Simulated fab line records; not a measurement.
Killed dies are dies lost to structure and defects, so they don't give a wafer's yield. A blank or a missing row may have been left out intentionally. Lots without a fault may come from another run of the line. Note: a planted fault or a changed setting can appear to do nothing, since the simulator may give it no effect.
Which of the tools did it? | flow berkeleyCmos170 | 42 wafers from 14 lots sampled at 2 of the route's 331 steps

WHAT EACH GAUGE READ, for each wafer
Not one reading of a measure or inspect step in the record can be checked against a usual standard deviation.

WHAT TOOL EACH LOT RAN ON (gives the tool, then ch and the chambers of the sampled wafers, and finally the start)
lot  | UCB170_NLDD_COAT_01              | UCB170_NLDD_STRIP_10
L319 | lithoTrack-04 ch 0, day 7 11:52  | plasmaAsher-02 ch 0,1, day 7 13:08
L320 | lithoTrack-02 ch 0, day 7 12:01  | plasmaAsher-04 ch 0,1, day 7 13:23
L321 | lithoTrack-04 ch 0, day 8 00:22  | plasmaAsher-03 ch 0,1, day 8 01:39
L323 | lithoTrack-01 ch 0, day 8 13:54  | plasmaAsher-04 ch 0,1, day 8 15:52
L324 | lithoTrack-04 ch 0, day 8 16:17  | plasmaAsher-02 ch 0,1, day 8 17:31
L327 | lithoTrack-04 ch 0, day 9 01:37  | plasmaAsher-03 ch 0,1, day 9 02:46
L326 | lithoTrack-01 ch 0, day 9 01:45  | plasmaAsher-04 ch 0,1, day 9 03:04
L329 | lithoTrack-02 ch 0, day 9 12:44  | plasmaAsher-04 ch 0,1, day 9 14:50
L330 | lithoTrack-01 ch 0, day 9 12:44  | plasmaAsher-04 ch 0,1, day 9 15:01
L331 | lithoTrack-01 ch 0, day 10 02:22 | plasmaAsher-04 ch 0,1, day 10 04:12
L332 | lithoTrack-04 ch 0, day 10 07:49 | plasmaAsher-02 ch 0,1, day 10 10:19
L334 | lithoTrack-01 ch 0, day 10 08:31 | plasmaAsher-02 ch 0,1, day 10 10:37
L337 | lithoTrack-04 ch 0, day 11 08:09 | plasmaAsher-03 ch 0,1, day 11 09:36
L341 | lithoTrack-04 ch 0, day 11 22:07 | plasmaAsher-02 ch 0,1, day 11 23:23
- UCB170_NLDD_COAT_01: resist thk 900 nm.
- UCB170_NLDD_STRIP_10: strips in O2.

AS READ BY THE TOOLS THEMSELVES (means over the sampled wafers that have a number; for cases with no such wafer, the mark the record gives instead)
UCB170_NLDD_COAT_01. Usual: spinSpeedRpm reads 1499.9 rpm (standard deviation 1).
lot  | tool          | spinSpeedRpm (rpm) | flag
L319 | lithoTrack-04 | 1501.0             | 
L320 | lithoTrack-02 | 1498.5             | 
L321 | lithoTrack-04 | 1500.5             | 
L323 | lithoTrack-01 | 1500.7             | 
L324 | lithoTrack-04 | 1500.8             | 
L327 | lithoTrack-04 | 1501.2             | 
L326 | lithoTrack-01 | 1499.3             | 
L329 | lithoTrack-02 | 1499.8             | 
L330 | lithoTrack-01 | 1500.0             | 
L331 | lithoTrack-01 | 1499.4             | 
L332 | lithoTrack-04 | 1499.8             | 
L334 | lithoTrack-01 | 1500.4             | 
L337 | lithoTrack-04 | 1499.9             | 
L341 | lithoTrack-04 | 1500.3             | 

UCB170_NLDD_STRIP_10. Usual: drypumpMotorCurrentA 5.7 A, standard deviation 0.44; oesProductAu 0.734 a.u., standard deviation 0.0046; stripTimeToEndpointS 21.60 s, standard deviation 0.055.
lot  | tool           | drypumpMotorCurrentA (A) | oesProductAu (a.u.) | stripTimeToEndpointS (s) | flag
L319 | plasmaAsher-02 | 5.8                      | 0.739               | 21.57                    | 
L320 | plasmaAsher-04 | 5.8                      | 0.733               | 21.68                    | 
L321 | plasmaAsher-03 | 5.3                      | 0.734               | 21.57                    | 
L323 | plasmaAsher-04 | 5.8                      | 0.731               | 21.63                    | 
L324 | plasmaAsher-02 | 5.8                      | 0.738               | 21.58                    | 
L327 | plasmaAsher-03 | 5.5                      | 0.736               | 21.59                    | 
L326 | plasmaAsher-04 | 5.7                      | 0.729               | 21.65                    | 
L329 | plasmaAsher-04 | 5.8                      | 0.738               | 21.53                    | 
L330 | plasmaAsher-04 | 5.7                      | 0.733               | 21.61                    | 
L331 | plasmaAsher-04 | 5.8                      | 0.728               | 21.56                    | 
L332 | plasmaAsher-02 | 6.1                      | 0.730               | 21.61                    | 
L334 | plasmaAsher-02 | 5.8                      | 0.734               | 21.63                    | 
L337 | plasmaAsher-03 | 5.3                      | 0.732               | 20.63                    | OFF
L341 | plasmaAsher-02 | 5.8                      | 0.737               | 20.59                    | OFF

THE ANSWER, worked out from the rows above alone
Rule: lot off if the mean of its wafers having a number is beyond 3 standard deviations from the usual mean. Also off: a lot with no number at a reading for which 4 or more lots have one. Where the step has rows for the other lots, those lots are counted as sound. The gauges are gone through in route order, then the tools' own readings, and for those a lot's mean is taken as printed above. The first step at which some lot is off is used, and at that step the reading that is off furthest; a lot without a number counts as furthest.
Off at UCB170_NLDD_STRIP_10 (stripTimeToEndpointS): L337, L341.
A tool fits if, at that step or a process step before it, it ran every lot that is off, and no sound lot after the first of them. One fits: lithoTrack-04 at UCB170_NLDD_COAT_01. A fault onset in the window from L332 (day 10 07:49, its last sound lot) to L337 (day 11 08:09, its first lot off) fits.

WHAT THE SIMULATOR HAD INSERTED
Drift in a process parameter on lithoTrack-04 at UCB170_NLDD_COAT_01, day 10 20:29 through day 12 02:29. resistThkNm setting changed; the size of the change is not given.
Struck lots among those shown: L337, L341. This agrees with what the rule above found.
